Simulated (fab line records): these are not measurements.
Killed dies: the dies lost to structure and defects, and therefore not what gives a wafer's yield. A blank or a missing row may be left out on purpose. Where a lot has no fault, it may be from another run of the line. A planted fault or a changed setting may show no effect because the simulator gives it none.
Check of tool commonality :: flow berkeley_cmos170 :: 42 wafers sampled across 14 lots

== THE REASON FOR OPENING IT ==
At UCB170_WELLDRIVE_THK_MEAS_02 the reading WELLDRIVE_OXIDE_THK is flagged on 2 of 14 lots. No-fault wafers: 201 nm, standard deviation 3.5.
Rule: flag the lot when none of its wafers has a number, or when each of its wafers that has one lies beyond 4 standard deviations from that mean. The other lots count as sound.

lot: L269
measured: day 4 07:01
on: film_metro-03
WELLDRIVE_OXIDE_THK (nm), wafer by wafer: 200 201 198
flag: 

lot: L268
measured: day 4 07:02
on: film_metro-01
WELLDRIVE_OXIDE_THK (nm), wafer by wafer: 197 200 200
flag: 

lot: L271
measured: day 4 16:17
on: film_metro-03
WELLDRIVE_OXIDE_THK (nm), wafer by wafer: 197 198 198
flag: 

lot: L270
measured: day 4 16:18
on: film_metro-01
WELLDRIVE_OXIDE_THK (nm), wafer by wafer: 198 204 205
flag: 

lot: L272
measured: day 5 05:46
on: film_metro-01
WELLDRIVE_OXIDE_THK (nm), wafer by wafer: 204 204 203
flag: 

lot: L273
measured: day 5 05:47
on: film_metro-03
WELLDRIVE_OXIDE_THK (nm), wafer by wafer: 200 203 201
flag: 

lot: L281
measured: day 6 17:58
on: film_metro-01
WELLDRIVE_OXIDE_THK (nm), wafer by wafer: 179 179 178
flag: FLAGGED

lot: L280
measured: day 6 17:59
on: film_metro-03
WELLDRIVE_OXIDE_THK (nm), wafer by wafer: 175 178 180
flag: FLAGGED

lot: L283
measured: day 7 11:38
on: film_metro-04
WELLDRIVE_OXIDE_THK (nm), wafer by wafer: 205 204 203
flag: 

lot: L284
measured: day 7 11:43
on: film_metro-01
WELLDRIVE_OXIDE_THK (nm), wafer by wafer: 200 197 199
flag: 

lot: L285
measured: day 7 16:20
on: film_metro-04
WELLDRIVE_OXIDE_THK (nm), wafer by wafer: 206 208 211
flag: 

lot: L287
measured: day 8 04:41
on: film_metro-01
WELLDRIVE_OXIDE_THK (nm), wafer by wafer: 199 197 202
flag: 

lot: L286
measured: day 8 04:42
on: film_metro-03
WELLDRIVE_OXIDE_THK (nm), wafer by wafer: 199 201 198
flag: 

lot: L288
measured: day 8 04:42
on: film_metro-04
WELLDRIVE_OXIDE_THK (nm), wafer by wafer: 203 203 206
flag: 
The mean of the flagged lots' numbers is 178 nm, -23 nm from the usual (-7 standard deviations).

== WHICH TOOL EACH LOT WENT THROUGH ==
The record holds 2 process steps before the reading, out of a route of 331 steps. Read each cell as the tool, then ch plus the chambers that the sampled wafers visited, then the start.
lot: L269
flag: 
UCB170_ZERO_STRIP_07: plasma_asher-02 ch 0,1, day 2 11:18
UCB170_WELLDRIVE_OXIDATION_01: furnace-02 ch 0, day 4 03:31

lot: L268
flag: 
UCB170_ZERO_STRIP_07: plasma_asher-02 ch 0,1, day 2 07:08
UCB170_WELLDRIVE_OXIDATION_01: furnace-02 ch 0, day 4 03:31

lot: L271
flag: 
UCB170_ZERO_STRIP_07: plasma_asher-04 ch 1, day 2 20:01
UCB170_WELLDRIVE_OXIDATION_01: furnace-02 ch 0, day 4 12:46

lot: L270
flag: 
UCB170_ZERO_STRIP_07: plasma_asher-02 ch 0,1, day 2 19:59
UCB170_WELLDRIVE_OXIDATION_01: furnace-02 ch 0, day 4 12:46

lot: L272
flag: 
UCB170_ZERO_STRIP_07: plasma_asher-03 ch 0, day 3 03:29
UCB170_WELLDRIVE_OXIDATION_01: furnace-04 ch 0, day 5 02:16

lot: L273
flag: 
UCB170_ZERO_STRIP_07: plasma_asher-02 ch 0,1, day 3 06:57
UCB170_WELLDRIVE_OXIDATION_01: furnace-04 ch 0, day 5 02:16

lot: L281
flag: FLAGGED
UCB170_ZERO_STRIP_07: plasma_asher-02 ch 0,1, day 4 23:26
UCB170_WELLDRIVE_OXIDATION_01: furnace-02 ch 0, day 6 14:28

lot: L280
flag: FLAGGED
UCB170_ZERO_STRIP_07: plasma_asher-04 ch 0,1, day 4 18:55
UCB170_WELLDRIVE_OXIDATION_01: furnace-02 ch 0, day 6 14:28

lot: L283
flag: 
UCB170_ZERO_STRIP_07: plasma_asher-04 ch 0,1, day 5 13:28
UCB170_WELLDRIVE_OXIDATION_01: furnace-04 ch 0, day 7 08:05

lot: L284
flag: 
UCB170_ZERO_STRIP_07: plasma_asher-03 ch 0,1, day 5 13:16
UCB170_WELLDRIVE_OXIDATION_01: furnace-04 ch 0, day 7 08:05

lot: L285
flag: 
UCB170_ZERO_STRIP_07: plasma_asher-03 ch 0,1, day 5 17:13
UCB170_WELLDRIVE_OXIDATION_01: furnace-04 ch 0, day 7 12:50

lot: L287
flag: 
UCB170_ZERO_STRIP_07: plasma_asher-02 ch 0,1, day 6 07:25
UCB170_WELLDRIVE_OXIDATION_01: furnace-03 ch 0, day 8 01:11

lot: L286
flag: 
UCB170_ZERO_STRIP_07: plasma_asher-02 ch 0,1, day 5 23:19
UCB170_WELLDRIVE_OXIDATION_01: furnace-03 ch 0, day 8 01:11

lot: L288
flag: 
UCB170_ZERO_STRIP_07: plasma_asher-04 ch 0,1, day 6 07:41
UCB170_WELLDRIVE_OXIDATION_01: furnace-03 ch 0, day 8 01:11
These steps, and what they do:
- UCB170_ZERO_STRIP_07: strips in O2.
- UCB170_WELLDRIVE_OXIDATION_01: target thk 199 nm, ox time 9000 s.
- UCB170_WELLDRIVE_THK_MEAS_02

== FLAGGED AGAINST TOTAL, ONE TOOL AT A TIME (gauges that did the reading follow at the end) ==
step: UCB170_ZERO_STRIP_07
tool: plasma_asher-02
lots run: 7
flagged: 1
share of the flagged lots: some
sound lots run after its first flagged lot: 2 (L286,L287)

step: UCB170_ZERO_STRIP_07
tool: plasma_asher-03
lots run: 3
flagged: 0
share of the flagged lots: none
sound lots run after its first flagged lot: -

step: UCB170_ZERO_STRIP_07
tool: plasma_asher-04
lots run: 4
flagged: 1
share of the flagged lots: some
sound lots run after its first flagged lot: 2 (L283,L288)

step: UCB170_WELLDRIVE_OXIDATION_01
tool: furnace-02
lots run: 6
flagged: 2
share of the flagged lots: all
sound lots run after its first flagged lot: 0

step: UCB170_WELLDRIVE_OXIDATION_01
tool: furnace-03
lots run: 3
flagged: 0
share of the flagged lots: none
sound lots run after its first flagged lot: -

step: UCB170_WELLDRIVE_OXIDATION_01
tool: furnace-04
lots run: 5
flagged: 0
share of the flagged lots: none
sound lots run after its first flagged lot: -

step: UCB170_WELLDRIVE_THK_MEAS_02
tool: film_metro-01
lots run: 6
flagged: 1
share of the flagged lots: some
sound lots run after its first flagged lot: 2 (L284,L287)

step: UCB170_WELLDRIVE_THK_MEAS_02
tool: film_metro-03
lots run: 5
flagged: 1
share of the flagged lots: some
sound lots run after its first flagged lot: 1 (L286)

step: UCB170_WELLDRIVE_THK_MEAS_02
tool: film_metro-04
lots run: 3
flagged: 0
share of the flagged lots: none
sound lots run after its first flagged lot: -

== THE TABLE: WHAT IT ALLOWS ==
In the table, 1 row covers all flagged lots: furnace-02 at UCB170_WELLDRIVE_OXIDATION_01.
- furnace-02 at UCB170_WELLDRIVE_OXIDATION_01: 2 of its 6 lots flagged. Last sound lot L270 at day 4 12:46, first flagged lot L280 at day 6 14:28; a fault beginning in between fits.
One tool is left: furnace-02 at UCB170_WELLDRIVE_OXIDATION_01.

== WHAT HAD BEEN PUT IN BY THE SIMULATOR ==
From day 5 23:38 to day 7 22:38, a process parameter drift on furnace-02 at UCB170_WELLDRIVE_OXIDATION_01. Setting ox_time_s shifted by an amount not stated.
Lots struck among those shown: L281, L280. The rule given above showed the same thing.
